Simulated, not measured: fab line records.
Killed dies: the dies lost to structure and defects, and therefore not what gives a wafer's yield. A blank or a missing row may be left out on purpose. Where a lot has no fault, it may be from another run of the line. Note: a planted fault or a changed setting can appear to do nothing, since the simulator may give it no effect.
Which tool is to blame?    flow berkeleyCmos170    15 lots with 45 wafers sampled at 6 steps, on a route of 331 steps

## WHAT THE GAUGES SHOWED, per wafer
UCB170_START_BOW_MEAS_00.
lot   measured     on            INCOMING_BOW (um)
L625  day 1 10:00  filmMetro-03  7 -2 -5
L628  day 2 01:00  filmMetro-01  -2 -1 16
L629  day 2 06:00  filmMetro-02  1 -10 -18
L631  day 2 16:02  filmMetro-02  -2 -3 9
L632  day 2 21:00  filmMetro-02  6 6 -6
L633  day 3 02:00  filmMetro-03  1 -14 -9
L634  day 3 07:01  filmMetro-02  4 -9 -1
L635  day 3 12:00  filmMetro-02  -2 -4 1
L637  day 3 22:00  filmMetro-02  -11 -9 -7
L638  day 4 03:01  filmMetro-03  3 11 -6
L639  day 4 08:02  filmMetro-01  -3 3 10
L641  day 4 18:00  filmMetro-01  4 7 2
L644  day 5 09:02  filmMetro-03  0 -9 -9
L646  day 5 19:02  filmMetro-03  4 4 8
L648  day 6 05:02  filmMetro-01  -4 -5 10

UCB170_NSD_TW_MEAS_10.
lot   measured      on            NSD_TW
L625  day 7 12:55   filmMetro-01  4123 4141 4133
L628  day 8 12:27   filmMetro-02  4181 4197 4208
L629  day 8 11:20   filmMetro-02  4184 4205 4192
L631  day 8 14:58   filmMetro-01  4122 4151 4153
L632  day 9 13:56   filmMetro-02  4214 4202 4190
L633  day 9 13:50   filmMetro-01  4174 4150 4166
L634  day 9 13:40   filmMetro-03  4191 4216 4170
L635  day 10 00:41  filmMetro-01  4130 4133 4132
L641  day 11 04:44  filmMetro-01  4181 4212 4196
L644  day 11 05:29  filmMetro-01  4188 4184 4199
L646  day 11 17:15  filmMetro-03  4188 4215 4193
L648  day 12 06:34  filmMetro-01  4177 4154 4176

UCB170_M3_CD_MEAS_15 targets a cd of 700 nm.
lot   measured      on        cdNm (nm)
L625  day 8 16:03   cdSem-01  701.1 701.5 700.5
L628  day 9 12:15   cdSem-02  699.7 699.9 700.8
L629  day 9 09:23   cdSem-02  701.8 702.0 701.2
L631  day 9 13:56   cdSem-01  702.6 702.6 701.7
L632  day 10 19:04  cdSem-01  699.6 699.1 700.8
L633  day 10 18:35  cdSem-01  700.5 699.4 698.6
L634  day 10 16:59  cdSem-02  699.7 699.3 697.9
L635  day 11 03:17  cdSem-01  698.7 700.0 701.3
L641  day 12 04:39  cdSem-01  700.2 700.0 698.0
L644  day 12 07:10  cdSem-01  699.0 700.1 698.5
L646  day 12 16:53  cdSem-02  698.4 698.0 698.5
L648  day 13 06:29  cdSem-02  702.9 704.5 703.4

## WHICH TOOL RAN EACH LOT (tool, then ch and the chambers of the sampled wafers, then the start)
lot   UCB170_ZERO_DEVELOP_05           UCB170_ZERO_ETCH_06               UCB170_ZERO_STRIP_07
L625  lithoTrack-02 ch 0, day 1 23:00  rieDiel-03 ch 0,2,3, day 1 23:40  plasmaAsher-02 ch 0,1, day 1 23:41
L628  lithoTrack-03 ch 0, day 2 15:00  rieDiel-03 ch 0,3, day 2 16:05    plasmaAsher-02 ch 0,1, day 2 16:07
L629  lithoTrack-03 ch 0, day 2 16:00  rieDiel-02 ch 0,1,3, day 2 16:22  plasmaAsher-04 ch 0,1, day 2 16:23
L631  lithoTrack-03 ch 0, day 3 00:00  rieDiel-04 ch 2,3, day 3 00:24    plasmaAsher-04 ch 0,1, day 3 00:28
L632  lithoTrack-02 ch 0, day 3 10:00  rieDiel-02 ch 0,2,3, day 3 11:06  plasmaAsher-02 ch 0,1, day 3 11:07
L633  lithoTrack-01 ch 0, day 3 18:00  rieDiel-02 ch 0,2,3, day 3 18:58  plasmaAsher-02 ch 0,1, day 3 18:59
L634  lithoTrack-01 ch 0, day 3 19:00  rieDiel-04 ch 0,2,3, day 3 19:14  plasmaAsher-01 ch 0, day 3 19:16
L635  lithoTrack-03 ch 0, day 4 06:00  rieDiel-04 ch 0,2,3, day 4 06:26  plasmaAsher-02 ch 0,1, day 4 06:27
L637  lithoTrack-03, day 4 10:00       rieDiel-02 ch 0,1,2, day 4 11:03  plasmaAsher-01 ch 0,1, day 4 11:04
L638  lithoTrack-01, day 4 10:00       rieDiel-03 ch 2,3, day 4 10:49    plasmaAsher-02 ch 0,1, day 4 10:50
L639  lithoTrack-03, day 4 20:00       rieDiel-03 ch 0,1,3, day 4 20:32  plasmaAsher-02 ch 0,1, day 4 20:35
L641  lithoTrack-03 ch 0, day 5 08:00  rieDiel-03 ch 0,2,3, day 5 08:24  plasmaAsher-01 ch 0,1, day 5 08:26
L644  lithoTrack-02 ch 0, day 5 21:00  rieDiel-02 ch 0,2,3, day 5 21:15  plasmaAsher-02 ch 0,1, day 5 21:19
L646  lithoTrack-03 ch 0, day 6 03:00  rieDiel-04 ch 0,2, day 6 03:56    plasmaAsher-01 ch 0,1, day 6 03:59
L648  lithoTrack-03 ch 0, day 6 22:00  rieDiel-03 ch 0,1, day 6 22:19    plasmaAsher-04 ch 0,1, day 6 22:22
- UCB170_ZERO_DEVELOP_05: develop time 45 s.
- UCB170_ZERO_ETCH_06: etches SiO2 in CHF3/CF4/Ar, time 12 s.
- UCB170_ZERO_STRIP_07: strips in O2.

## WHAT THE TOOLS THEMSELVES READ (means of the sampled wafers that have a number; where no wafer has one, the mark that the record gives instead)
UCB170_ZERO_DEVELOP_05.
lot   tool           chillPlateTempC (C)
L625  lithoTrack-02  22.97
L628  lithoTrack-03  22.90
L629  lithoTrack-03  23.11
L631  lithoTrack-03  22.95
L632  lithoTrack-02  22.97
L633  lithoTrack-01  23.11
L634  lithoTrack-01  23.01
L635  lithoTrack-03  23.03
L637  lithoTrack-03  -
L638  lithoTrack-01  -
L639  lithoTrack-03  -
L641  lithoTrack-03  23.07
L644  lithoTrack-02  23.12
L646  lithoTrack-03  23.11
L648  lithoTrack-03  22.91

UCB170_ZERO_ETCH_06.
lot   tool        drypumpMotorCurrentA (A)  oesProductAu (a.u.)  throttleValvePct (%)
L625  rieDiel-03  5.7                       0.615                9.17
L628  rieDiel-03  5.2                       0.610                9.24
L629  rieDiel-02  5.0                       0.626                9.20
L631  rieDiel-04  5.7                       0.617                9.38
L632  rieDiel-02  5.2                       0.628                9.20
L633  rieDiel-02  5.2                       0.625                9.21
L634  rieDiel-04  5.4                       0.621                9.32
L635  rieDiel-04  5.5                       0.624                9.32
L637  rieDiel-02  5.1                       0.376                9.17
L638  rieDiel-03  6.1                       0.372                9.15
L639  rieDiel-03  5.4                       0.376                9.17
L641  rieDiel-03  5.7                       0.613                9.16
L644  rieDiel-02  5.2                       0.625                9.20
L646  rieDiel-04  5.3                       0.623                9.31
L648  rieDiel-03  5.2                       0.627                9.12

UCB170_ZERO_STRIP_07.
lot   tool            drypumpMotorCurrentA (A)  oesProductAu (a.u.)  stripTimeToEndpointS (s)
L625  plasmaAsher-02  5.9                       0.727                21.75
L628  plasmaAsher-02  5.5                       0.726                21.66
L629  plasmaAsher-04  6.1                       0.729                21.75
L631  plasmaAsher-04  6.0                       0.727                21.86
L632  plasmaAsher-02  5.8                       0.728                21.80
L633  plasmaAsher-02  5.8                       0.730                21.76
L634  plasmaAsher-01  5.7                       0.726                21.81
L635  plasmaAsher-02  5.5                       0.727                21.81
L637  plasmaAsher-01  5.5                       0.729                22.09
L638  plasmaAsher-02  5.5                       0.724                22.06
L639  plasmaAsher-02  5.8                       0.726                22.09
L641  plasmaAsher-01  5.5                       0.725                21.70
L644  plasmaAsher-02  5.8                       0.726                21.75
L646  plasmaAsher-01  5.5                       0.728                21.80
L648  plasmaAsher-04  6.1                       0.725                21.80

## THE ANSWER, worked out from the rows above alone
Rule: usual is defined by the lots themselves. Put in order of their means at a reading, lots are off if they are a third of the lots or fewer, leave a main group of 4 or more, and stand apart from it by a gap of 3 or more times the standard deviation of the main group's means; of several such gaps the widest counts. A main group whose means are all the same, to the digits that the tables above print for the reading, isn't used. A lot without any number at a reading at which 4 lots or more have one is off too. Where the step has rows for the other lots, those lots are counted as sound. Order of review: gauges by route order, followed by the tools' own readings, for which a lot's mean as printed above is used. At the first step where some lot is off, the reading lying furthest off is the one used; lots without a number count as furthest.
Off, at UCB170_ZERO_DEVELOP_05 on chillPlateTempC: L637, L638, L639. Without a number there: L637, L638, L639. The main group has a mean of 23.02 C with a standard deviation of 0.078.
If a tool, at that step or one of the process steps before it, ran each lot that is off and ran no sound lot following the first of them, it fits. None of those tried fits.

## WHAT THE SIMULATOR HAD PUT IN
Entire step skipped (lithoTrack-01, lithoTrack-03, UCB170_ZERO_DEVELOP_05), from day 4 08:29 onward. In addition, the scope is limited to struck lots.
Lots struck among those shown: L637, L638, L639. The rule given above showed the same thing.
